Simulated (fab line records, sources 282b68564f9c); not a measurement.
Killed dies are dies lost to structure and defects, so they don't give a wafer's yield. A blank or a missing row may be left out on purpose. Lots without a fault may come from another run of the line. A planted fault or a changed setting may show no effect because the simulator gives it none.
fab line records | flow rit_cmos | part 1 of 2: steps 1 to 26 of 37
record lots=5 wafers=15 last_day=7
route steps=202 shown NWELL@35 PWELL@39 WELLDRIVE@50 NRETRO@53 PRETRO@64
lots that met no fault: from a run of the same line without faults
start_h: hours from the record's first day to the start of the lot's first wafer shown | wait_h: hours since the lot's step before | " the same as in the row above | L1.1+2: a row that stands for several wafers | - no value, or no start given | * or withheld: withheld | < > ~ a bound
route shown NAME@n: a module of which the file shows steps, and the number in the route of the first | usual: mean/standard deviation of fault-free wafers | same: alike in all rows | chamber/n: place in a boat | sites: the reading at each site | _std_site: their standard deviation | _edge_site: outer sites' mean less inner sites' | radius_mm: how far each site lies from the wafer's centre | mask NAME#n: copy n | behind: the tool/chamber that last shaped the wafer | hold: why the lot was held/for how many hours/how that ended | device: the transistor (n, p or np) that didn't switch | end of line: the same wafers' tests at the end of the route | a step without rows: its recipe alone | killed: dies lost to structure and defects at the first sort, not the wafer's yield | map: a wafer's dies, x killed, . not, _ none there
set.NAME: the setting as run; set.NAME@STEP: as run at that earlier step | model.NAME: the simulator's own value behind a step, which no gauge read
lots at some steps of the route; a table a step, a row a wafer
services: from which hour (start_h, from the record's first day; less than 0 if before it) a tool's chamber was out of use, for how many hours, and why
## steps
# step RIT_NWELL_HARDBAKE_07
# recipe resist=NOVOLAK temp_c=140 time_s=120
# usual exhaust_pa=45.1/0.85
# same time_s=120
# columns lot.wafer tool chamber start_h wait_h exhaust_pa
L078.3 litho_track-03 0 43.82 0.1 45.1
L078.4 " 0 " " 44.2
L078.5 " 0 " " 45.8
L081.2 litho_track-01 0 56.63 0.1 45.0
L081.3 " 0 " " 44.0
L081.6 " 0 " " 45.0
L088.1 litho_track-01 0 91.58 0.0 45.3
L088.3 " 0 " " 44.0
L088.4 " 0 " " 44.4
L093.1 litho_track-01 0 119.27 0.0 44.2
L093.2 " 0 " " 44.9
L093.4 " 0 " " 44.4
L094.1 litho_track-03 0 124.42 0.2 45.5
L094.4 " 0 " " 45.2
L094.6 " 0 " " 43.9
# step RIT_NWELL_IMPLANT_08
# recipe species=P energy_kev=170 dose_cm2=5e+13 tilt_deg=7
# usual beam_energy_keV=169.98/0.051 faraday_current_uA=158/3.1
# columns lot.wafer tool chamber start_h wait_h beam_energy_keV faraday_current_uA
L078.3 implanter-02 0 44.03 0.2 169.98 163
L078.4 " 0 " " 169.98 156
L078.5 " 0 " " 169.94 160
L081.2 implanter-02 0 56.87 0.2 169.90 158
L081.3 " 0 " " 169.94 159
L081.6 " 0 " " 169.96 152
L088.1 implanter-01 0 91.83 0.2 170.05 162
L088.3 " 0 " " 170.04 162
L088.4 " 0 " " 170.02 159
L093.1 implanter-02 0 119.52 0.2 169.87 159
L093.2 " 0 " " 169.99 157
L093.4 " 0 " " 169.92 158
L094.1 implanter-02 0 124.67 0.2 169.98 156
L094.4 " 0 " " 170.07 160
L094.6 " 0 " " 169.95 157
# step RIT_NWELL_STRIP_09
# recipe chemistry=O2 time_s=180 resist=NOVOLAK platen_temp_c=withheld power_w=500 pressure_mtorr=4000 o2_flow_sccm=4000
# usual drypump_motor_current_A=5.71/0.28
# same time_s=180
# columns lot.wafer tool chamber start_h wait_h drypump_motor_current_A rf_hours_counter_h
L078.3 plasma_asher-02 0 44.19 0.1 6.06 -
L078.4 " 1 " " 5.26 -
L078.5 " 1 " " 5.26 -
L081.2 plasma_asher-03 0 56.99 0.1 6.03 41
L081.3 " 0 " " 6.01 -
L081.6 " 0 " " 6.00 -
L088.1 plasma_asher-01 0 91.98 0.1 5.61 27
L088.3 " 0 " " 5.60 -
L088.4 " 1 " " 5.62 -
L093.1 plasma_asher-01 0 119.67 0.1 5.63 30
L093.2 " 1 " " 5.66 30
L093.4 " 0 " " 5.63 -
L094.1 plasma_asher-01 1 124.82 0.1 5.64 31
L094.4 " 0 " " 5.64 -
L094.6 " 0 " " 5.63 -
# step RIT_NWELL_TW_MEAS_10
# usual NWELL_TW=2144/19
# columns lot.wafer tool chamber start_h wait_h NWELL_TW
L078.3 film_metro-03 - 44.33 0.1 2163
L078.4 " - " " 2161
L078.5 " - " " 2166
L081.2 film_metro-04 - 57.18 0.1 2154
L081.3 " - " " 2158
L081.6 " - " " 2143
L088.1 film_metro-03 - 92.15 0.1 2151
L088.3 " - " " 2145
L088.4 " - " " 2143
L093.1 film_metro-03 - 119.84 0.1 2181
L093.2 " - " " 2168
L093.4 " - " " 2162
L094.1 film_metro-02 - 125.00 0.1 2117
L094.4 " - " " 2107
L094.6 " - " " 2114
# step RIT_PWELL_HMDS_00
# recipe prime_time_s=60 prime_temp_c=140
# usual exhaust_pa=45.0/0.88
# columns lot.wafer tool chamber start_h wait_h exhaust_pa
L078.3 litho_track-04 0 44.42 0.1 44.0
L078.4 " 0 " " 44.3
L078.5 " 0 " " 43.4
L081.2 litho_track-02 0 57.25 0.1 44.6
L081.3 " 0 " " 44.6
L081.6 " 0 " " 44.7
L088.1 litho_track-02 0 92.21 0.1 45.4
L088.3 " 0 " " 45.1
L088.4 " 0 " " 44.7
L093.1 litho_track-03 0 119.90 0.1 44.7
L093.2 " 0 " " 44.2
L093.4 " 0 " " 43.1
L094.1 litho_track-02 0 125.06 0.1 45.1
L094.4 " 0 " " 45.4
L094.6 " 0 " " 46.2
# step RIT_PWELL_COAT_01
# recipe resist=NOVOLAK spin_rpm=2000 resist_thk_nm=1300
# usual exhaust_pa=45.1/0.88
# columns lot.wafer tool chamber start_h wait_h exhaust_pa
L078.3 litho_track-04 0 44.57 0.1 43.9
L078.4 " 0 " " 44.4
L078.5 " 0 " " 44.2
L081.2 litho_track-02 0 57.40 0.1 45.0
L081.3 " 0 " " 45.3
L081.6 " 0 " " 45.2
L088.1 litho_track-02 0 92.36 0.1 46.2
L088.3 " 0 " " 45.9
L088.4 " 0 " " 44.3
L093.1 litho_track-03 0 120.05 0.1 46.1
L093.2 " 0 " " 47.5
L093.4 " 0 " " 45.8
L094.1 litho_track-02 0 125.21 0.1 45.6
L094.4 " 0 " " 43.2
L094.6 " 0 " " 43.9
# step RIT_PWELL_SOFTBAKE_02
# recipe resist=NOVOLAK temp_c=90 time_s=60
# usual exhaust_pa=45.0/0.95
# same time_s=60
# columns lot.wafer tool chamber start_h wait_h exhaust_pa
L078.3 litho_track-04 0 44.72 0.1 45.2
L078.4 " 0 " " 45.2
L078.5 " 0 " " 45.6
L081.2 litho_track-02 0 57.55 0.1 45.9
L081.3 " 0 " " 46.6
L081.6 " 0 " " 46.7
L088.1 litho_track-02 0 92.51 0.1 44.1
L088.3 " 0 " " 43.1
L088.4 " 0 " " 44.6
L093.1 litho_track-03 0 120.20 0.1 44.9
L093.2 " 0 " " 46.0
L093.4 " 0 " " 45.7
L094.1 litho_track-02 0 125.36 0.1 45.7
L094.4 " 0 " " 45.0
L094.6 " 0 " " 44.9
# step RIT_PWELL_EXPOSE_03
# recipe mask_id=M3 na=0.57 target_cd_nm=43700 dose_mj=250
# usual reticle_temp_C=22.99/0.11
# columns lot.wafer tool chamber start_h wait_h mask reticle_temp_C
L078.3 iline_stepper-02 0 44.86 0.1 M3#0 23.04
L078.4 " 0 " " M3#0 23.00
L078.5 " 0 " " M3#0 22.98
L081.2 iline_stepper-02 0 57.82 0.2 M3#0 23.13
L081.3 " 0 " " M3#0 23.03
L081.6 " 0 " " M3#0 23.24
L088.1 iline_stepper-01 0 92.66 0.1 M3#0 22.90
L088.3 " 0 " " M3#0 22.93
L088.4 " 0 " " M3#0 22.98
L093.1 iline_stepper-01 0 120.48 0.2 M3#0 23.04
L093.2 " 0 " " M3#0 22.91
L093.4 " 0 " " M3#0 23.05
L094.1 iline_stepper-01 0 125.51 0.1 M3#0 22.88
L094.4 " 0 " " M3#0 22.90
L094.6 " 0 " " M3#0 22.90
# step RIT_PWELL_PEB_04
# recipe resist=NOVOLAK temp_c=withheld time_s=withheld
# usual exhaust_pa=45.0/0.92
# columns lot.wafer tool chamber start_h wait_h exhaust_pa
L078.3 litho_track-04 0 44.98 0.1 46.4
L078.4 " 0 " " 45.5
L078.5 " 0 " " 45.7
L081.2 litho_track-02 0 57.94 0.1 44.0
L081.3 " 0 " " 44.5
L081.6 " 0 " " 44.3
L088.1 litho_track-02 0 92.78 0.1 45.5
L088.3 " 0 " " 44.9
L088.4 " 0 " " 45.2
L093.1 litho_track-02 0 120.60 0.1 45.0
L093.2 " 0 " " 45.3
L093.4 " 0 " " 44.3
L094.1 litho_track-02 0 125.62 0.1 43.4
L094.4 " 0 " " 43.6
L094.6 " 0 " " 44.6
# step RIT_PWELL_DEVELOP_05
# recipe resist=NOVOLAK develop_time_s=68 dev_temp_c=23
# usual exhaust_pa=45.0/0.88
# columns lot.wafer tool chamber start_h wait_h exhaust_pa
L078.3 litho_track-04 0 - - 45.3
L078.4 " 0 " " 45.0
L078.5 " 0 " " 44.9
L081.2 litho_track-02 0 - - 45.3
L081.3 " 0 " " 46.3
L081.6 " 0 " " 45.0
L088.1 litho_track-02 0 - - 45.3
L088.3 " 0 " " 44.4
L088.4 " 0 " " 45.9
L093.1 litho_track-02 0 - - 43.9
L093.2 " 0 " " 43.5
L093.4 " 0 " " 42.5
L094.1 litho_track-02 0 - - 46.5
L094.4 " 0 " " 45.9
L094.6 " 0 " " 45.9
# step RIT_PWELL_OVL_MEAS_06
# usual PWELL_OVL=-0.1/1.6
# columns lot.wafer tool chamber start_h wait_h PWELL_OVL[nm]
L078.3 overlay-01 - 45.26 - 0.2
L078.4 " - " " -0.7
L078.5 " - " " -0.5
L081.2 overlay-01 - 58.24 - -0.5
L081.3 " - " " 0.5
L081.6 " - " " 0.1
L088.1 overlay-02 - 93.09 - 1.6
L088.3 " - " " 0.1
L088.4 " - " " 3.1
L093.1 overlay-01 - 120.91 - -1.4
L093.2 " - " " -0.4
L093.4 " - " " -2.3
L094.1 overlay-01 - 125.94 - -0.5
L094.4 " - " " -0.7
L094.6 " - " " -0.2
# step RIT_PWELL_HARDBAKE_07
# recipe resist=NOVOLAK temp_c=140 time_s=120
# usual exhaust_pa=45.1/1.1
# same time_s=120
# columns lot.wafer tool chamber start_h wait_h exhaust_pa
L078.3 litho_track-02 0 45.37 0.1 45.0
L078.4 " 0 " " 44.1
L078.5 " 0 " " 44.2
L081.2 litho_track-03 0 58.31 0.1 45.8
L081.3 " 0 " " 44.9
L081.6 " 0 " " 44.9
L088.1 litho_track-02 0 93.13 0.0 46.6
L088.3 " 0 " " 46.3
L088.4 " 0 " " 47.1
L093.1 litho_track-02 0 120.95 0.0 43.1
L093.2 " 0 " " 44.2
L093.4 " 0 " " 45.8
L094.1 litho_track-03 0 125.97 0.0 44.4
L094.4 " 0 " " 45.9
L094.6 " 0 " " 46.0
# step RIT_PWELL_IMPLANT_08
# recipe species=B energy_kev=170 dose_cm2=7e+13 tilt_deg=7
# usual beam_energy_keV=170.00/0.058 faraday_current_uA=222/4.1
# columns lot.wafer tool chamber start_h wait_h beam_energy_keV faraday_current_uA
L078.3 implanter-01 0 45.58 0.2 170.02 221
L078.4 " 0 " " 170.03 219
L078.5 " 0 " " 170.03 210
L081.2 implanter-01 0 58.54 0.2 170.02 227
L081.3 " 0 " " 169.99 221
L081.6 " 0 " " 170.03 220
L088.1 implanter-01 0 93.38 0.2 170.03 220
L088.3 " 0 " " 170.00 223
L088.4 " 0 " " 170.09 221
L093.1 implanter-02 0 121.20 0.2 170.04 219
L093.2 " 0 " " 169.92 221
L093.4 " 0 " " 169.98 223
L094.1 implanter-02 0 126.22 0.2 169.95 217
L094.4 " 0 " " 169.93 219
L094.6 " 0 " " 169.89 216
# step RIT_PWELL_STRIP_09
# recipe chemistry=O2 time_s=180 resist=NOVOLAK platen_temp_c=withheld power_w=500 pressure_mtorr=4000 o2_flow_sccm=4000
# usual drypump_motor_current_A=5.9/0.44
# same time_s=180
# columns lot.wafer tool chamber start_h wait_h drypump_motor_current_A rf_hours_counter_h
L078.3 plasma_asher-01 1 45.74 0.1 5.7 -
L078.4 " 0 " " 5.6 -
L078.5 " 0 " " 5.6 -
L081.2 plasma_asher-04 0 58.67 0.1 6.3 43
L081.3 " 1 " " 6.6 -
L081.6 " 1 " " 6.6 -
L088.1 plasma_asher-02 1 93.53 0.1 5.2 46
L088.3 " 1 " " 5.2 -
L088.4 " 0 " " 6.1 -
L093.1 plasma_asher-01 1 121.35 0.1 5.6 30
L093.2 " 0 " " 5.6 30
L093.4 " 0 " " 5.6 -
L094.1 plasma_asher-02 1 126.37 0.1 5.3 1
L094.4 " 0 " " 6.1 -
L094.6 " 1 " " 5.2 -
# step RIT_PWELL_TW_MEAS_10
# usual PWELL_TW=948/9.2
# columns lot.wafer tool chamber start_h wait_h PWELL_TW
L078.3 film_metro-03 - 45.88 0.1 960
L078.4 " - " " 959
L078.5 " - " " 964
L081.2 film_metro-03 - 58.85 0.1 961
L081.3 " - " " 962
L081.6 " - " " 960
L088.1 film_metro-02 - 93.70 0.1 939
L088.3 " - " " 941
L088.4 " - " " 940
L093.1 film_metro-03 - 121.52 0.1 950
L093.2 " - " " 949
L093.4 " - " " 950
L094.1 film_metro-02 - 126.55 0.1 939
L094.4 " - " " 937
L094.6 " - " " 939
# step RIT_WELLDRIVE_ANNEAL_00
# recipe temp_c=1100 time_s=14700 ambient=N2
# same time_s=14700
# columns lot.wafer tool chamber start_h wait_h
L078.3+4+5 furnace-03 0 45.92 0.0
L081.2+3+6 furnace-04 0 60.01 1.1
L088.1+3+4 furnace-03 0 98.22 4.5
L093.1+2+4 furnace-04 0 122.40 0.9
L094.1+4+6 furnace-03 0 128.24 1.7
# step RIT_WELLDRIVE_RS_MEAS_01
# recipe thk_meas_gauge=four-point-probe
# usual NWELL_RS=275.4/0.73
# columns lot.wafer tool chamber start_h wait_h NWELL_RS[ohm/sq]
L078.3 film_metro-02 - 51.04 0.0 276.0
L078.4 " - " " 276.5
L078.5 " - " " 276.2
L081.2 film_metro-03 - 65.11 0.0 274.8
L081.3 " - " " 274.7
L081.6 " - " " 275.7
L088.1 film_metro-03 - 103.31 0.0 275.9
L088.3 " - " " 276.0
L088.4 " - " " 275.5
L093.1 film_metro-02 - 127.48 0.0 274.5
L093.2 " - " " 275.0
L093.4 " - " " 275.0
L094.1 film_metro-04 - 133.32 0.0 275.3
L094.4 " - " " 275.1
L094.6 " - " " 274.7
# step RIT_WELLDRIVE_RS_MEAS_02
# recipe thk_meas_gauge=four-point-probe
# usual PWELL_RS=429.3/1.2
# columns lot.wafer tool chamber start_h wait_h PWELL_RS[ohm/sq]
L078.3 film_metro-02 - 51.16 0.1 430.8
L078.4 " - " " 430.4
L078.5 " - " " 430.6
L081.2 film_metro-03 - 65.23 0.1 428.0
L081.3 " - " " 428.0
L081.6 " - " " 427.2
L088.1 film_metro-03 - 103.43 0.1 431.7
L088.3 " - " " 429.6
L088.4 " - " " 431.1
L093.1 film_metro-02 - 127.60 0.1 431.3
L093.2 " - " " 431.1
L093.4 " - " " 429.5
L094.1 film_metro-04 - 133.44 0.1 427.9
L094.4 " - " " 428.2
L094.6 " - " " 428.8
# step RIT_NRETRO_HMDS_00
# recipe prime_time_s=60 prime_temp_c=140
# usual exhaust_pa=45.1/0.82
# columns lot.wafer tool chamber start_h wait_h exhaust_pa
L078.3 litho_track-02 0 51.29 0.1 45.3
L078.4 " 0 " " 43.9
L078.5 " 0 " " 46.2
L081.2 litho_track-01 0 65.35 0.1 45.6
L081.3 " 0 " " 45.4
L081.6 " 0 " " 45.6
L088.1 litho_track-02 0 103.55 0.1 45.5
L088.3 " 0 " " 44.7
L088.4 " 0 " " 45.7
L093.1 litho_track-02 0 127.72 0.1 45.1
L093.2 " 0 " " 45.6
L093.4 " 0 " " 45.0
L094.1 litho_track-03 0 133.56 0.1 45.8
L094.4 " 0 " " 46.2
L094.6 " 0 " " 44.4
# step RIT_NRETRO_COAT_01
# recipe resist=NOVOLAK spin_rpm=2000 resist_thk_nm=1300
# usual exhaust_pa=44.9/0.95
# columns lot.wafer tool chamber start_h wait_h exhaust_pa
L078.3 litho_track-02 0 51.44 0.1 45.7
L078.4 " 0 " " 44.0
L078.5 " 0 " " 45.0
L081.2 litho_track-01 0 65.50 0.1 45.4
L081.3 " 0 " " 44.9
L081.6 " 0 " " 42.5
L088.1 litho_track-02 0 103.70 0.1 43.8
L088.3 " 0 " " 45.3
L088.4 " 0 " " 44.5
L093.1 litho_track-02 0 127.87 0.1 44.2
L093.2 " 0 " " 43.8
L093.4 " 0 " " 43.5
L094.1 litho_track-03 0 133.71 0.1 45.3
L094.4 " 0 " " 45.5
L094.6 " 0 " " 45.3
# step RIT_NRETRO_SOFTBAKE_02
# recipe resist=NOVOLAK temp_c=90 time_s=60
# usual exhaust_pa=45.1/0.9
# same time_s=60
# columns lot.wafer tool chamber start_h wait_h exhaust_pa
L078.3 litho_track-02 0 51.59 0.1 44.9
L078.4 " 0 " " 44.2
L078.5 " 0 " " 43.1
L081.2 litho_track-01 0 65.65 0.1 44.4
L081.3 " 0 " " 46.5
L081.6 " 0 " " 45.2
L088.1 litho_track-02 0 103.85 0.1 46.8
L088.3 " 0 " " 47.0
L088.4 " 0 " " 46.8
L093.1 litho_track-02 0 128.02 0.1 45.2
L093.2 " 0 " " 46.4
L093.4 " 0 " " 45.7
L094.1 litho_track-03 0 133.86 0.1 46.3
L094.4 " 0 " " 45.9
L094.6 " 0 " " 46.9
# step RIT_NRETRO_EXPOSE_03
# recipe mask_id=M4 na=0.57 target_cd_nm=43900 dose_mj=250
# usual reticle_temp_C=23.03/0.11
# columns lot.wafer tool chamber start_h wait_h mask reticle_temp_C
L078.3 iline_stepper-02 0 51.86 0.2 M4#0 23.10
L078.4 " 0 " " M4#0 23.27
L078.5 " 0 " " M4#0 23.01
L081.2 iline_stepper-01 0 65.80 0.1 M4#0 22.91
L081.3 " 0 " " M4#0 22.98
L081.6 " 0 " " M4#0 23.16
L088.1 iline_stepper-02 0 104.00 0.1 M4#0 23.01
L088.3 " 0 " " M4#0 23.07
L088.4 " 0 " " M4#0 22.89
L093.1 iline_stepper-01 0 128.29 0.2 M4#0 23.02
L093.2 " 0 " " M4#0 22.95
L093.4 " 0 " " M4#0 23.15
L094.1 iline_stepper-01 0 134.01 0.1 M4#0 23.02
L094.4 " 0 " " M4#0 22.90
L094.6 " 0 " " M4#0 23.07
# step RIT_NRETRO_PEB_04
# recipe resist=NOVOLAK temp_c=withheld time_s=withheld
# usual exhaust_pa=44.9/0.92
# columns lot.wafer tool chamber start_h wait_h exhaust_pa
L078.3 litho_track-01 0 51.98 0.1 45.3
L078.4 " 0 " " 46.0
L078.5 " 0 " " 45.0
L081.2 litho_track-02 0 65.92 0.1 42.9
L081.3 " 0 " " 44.1
L081.6 " 0 " " 43.8
L088.1 litho_track-02 0 104.11 0.1 44.7
L088.3 " 0 " " 46.9
L088.4 " 0 " " 46.4
L093.1 litho_track-02 0 128.41 0.1 44.7
L093.2 " 0 " " 45.4
L093.4 " 0 " " 45.2
L094.1 litho_track-03 0 134.13 0.1 45.5
L094.4 " 0 " " 46.7
L094.6 " 0 " " 45.1
# step RIT_NRETRO_DEVELOP_05
# recipe resist=NOVOLAK develop_time_s=68 dev_temp_c=23
# usual exhaust_pa=45.1/0.97
# columns lot.wafer tool chamber start_h wait_h exhaust_pa
L078.3 litho_track-01 0 - - 46.6
L078.4 " 0 " " 46.2
L078.5 " 0 " " 45.7
L081.2 litho_track-02 0 - - 45.1
L081.3 " 0 " " 44.2
L081.6 " 0 " " 45.7
L088.1 litho_track-02 0 - - 46.5
L088.3 " 0 " " 45.6
L088.4 " 0 " " 46.0
L093.1 litho_track-02 0 - - 44.1
L093.2 " 0 " " 44.3
L093.4 " 0 " " 44.3
L094.1 litho_track-03 0 - - 43.9
L094.4 " 0 " " 44.5
L094.6 " 0 " " 44.2
# step RIT_NRETRO_OVL_MEAS_06
# usual NRETRO_OVL=-1.0/1.4
# columns lot.wafer tool chamber start_h wait_h NRETRO_OVL[nm]
L078.3 overlay-01 - 52.26 - -0.9
L078.4 " - " " -1.4
L078.5 " - " " -0.7
L081.2 overlay-01 - 66.21 - -2.7
L081.3 " - " " -1.4
L081.6 " - " " -2.1
L088.1 overlay-01 - 104.43 - -0.9
L088.3 " - " " -0.9
L088.4 " - " " 0.1
L093.1 overlay-01 - 128.72 - -1.6
L093.2 " - " " -2.6
L093.4 " - " " -3.8
L094.1 overlay-02 - 134.44 - 1.7
L094.4 " - " " -0.5
L094.6 " - " " -0.6
# step RIT_NRETRO_HARDBAKE_07
# recipe resist=NOVOLAK temp_c=140 time_s=120
# usual exhaust_pa=44.8/0.88
# same time_s=120
# columns lot.wafer tool chamber start_h wait_h exhaust_pa
L078.3 litho_track-01 0 52.37 0.1 43.9
L078.4 " 0 " " 44.2
L078.5 " 0 " " 45.2
L081.2 litho_track-02 0 66.29 0.1 44.6
L081.3 " 0 " " 44.3
L081.6 " 0 " " 45.1
L088.1 litho_track-01 0 104.53 0.1 47.2
L088.3 " 0 " " 44.7
L088.4 " 0 " " 45.9
L093.1 litho_track-02 0 128.76 0.0 43.4
L093.2 " 0 " " 44.6
L093.4 " 0 " " 44.5
L094.1 litho_track-01 0 134.48 0.0 45.5
L094.4 " 0 " " 45.1
L094.6 " 0 " " 43.4
